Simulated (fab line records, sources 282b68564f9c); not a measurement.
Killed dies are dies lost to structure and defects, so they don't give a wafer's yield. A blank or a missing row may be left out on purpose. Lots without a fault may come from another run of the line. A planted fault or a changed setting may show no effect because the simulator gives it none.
Which tool did it? | flow rit_cmos | 7 lots, 21 wafers sampled, at 2 steps of a route of 202

WHAT THE GAUGES READ, wafer by wafer
RIT_WELLDRIVE_RS_MEAS_01: measures by four-point-probe.
lot  | measured    | on            | NWELL_RS (ohm/sq)
L928 | day 2 13:55 | film_metro-02 | 274.3 275.8 275.2
L930 | day 3 01:01 | film_metro-02 | 274.6 274.6 275.1
L932 | day 3 12:30 | film_metro-02 | 275.4 275.6 275.9
L934 | day 3 20:16 | film_metro-01 | 274.3 274.1 274.5
L936 | day 4 06:04 | film_metro-01 | 275.0 274.6 274.9
L939 | day 4 22:08 | film_metro-02 | 275.2 275.1 275.5
L949 | day 7 01:33 | film_metro-02 | 276.1 276.3 276.4

WHICH TOOL RAN EACH LOT (tool, then ch and the chambers of the sampled wafers, then the start)
lot  | RIT_WELLDRIVE_ANNEAL_00
L928 | furnace-03 ch 0, day 2 08:48
L930 | furnace-04 ch 0, day 2 19:56
L932 | furnace-04 ch 0, day 3 07:25
L934 | furnace-04 ch 0, day 3 15:11
L936 | furnace-03 ch 0, day 4 00:59
L939 | furnace-02 ch 0, day 4 17:01
L949 | furnace-02 ch 0, day 6 20:28
- RIT_WELLDRIVE_ANNEAL_00: time 14700 s.

THE ANSWER, worked out from the rows above alone
Rule: what is usual is taken from the lots themselves. Put in order of their means at a reading, lots are off if they are a third of the lots or fewer, leave a main group of 4 or more, and stand apart from it by a gap of 3 or more times the standard deviation of the main group's means; of several such gaps the widest counts. A main group whose means are all the same, to the digits that the tables above print for the reading, isn't used. A lot without any number at a reading at which 4 lots or more have one is off too. The other lots that the step has rows for count as sound.
No lot is off at any reading shown: from this, nothing can be told.

WHAT THE SIMULATOR HAD PUT IN
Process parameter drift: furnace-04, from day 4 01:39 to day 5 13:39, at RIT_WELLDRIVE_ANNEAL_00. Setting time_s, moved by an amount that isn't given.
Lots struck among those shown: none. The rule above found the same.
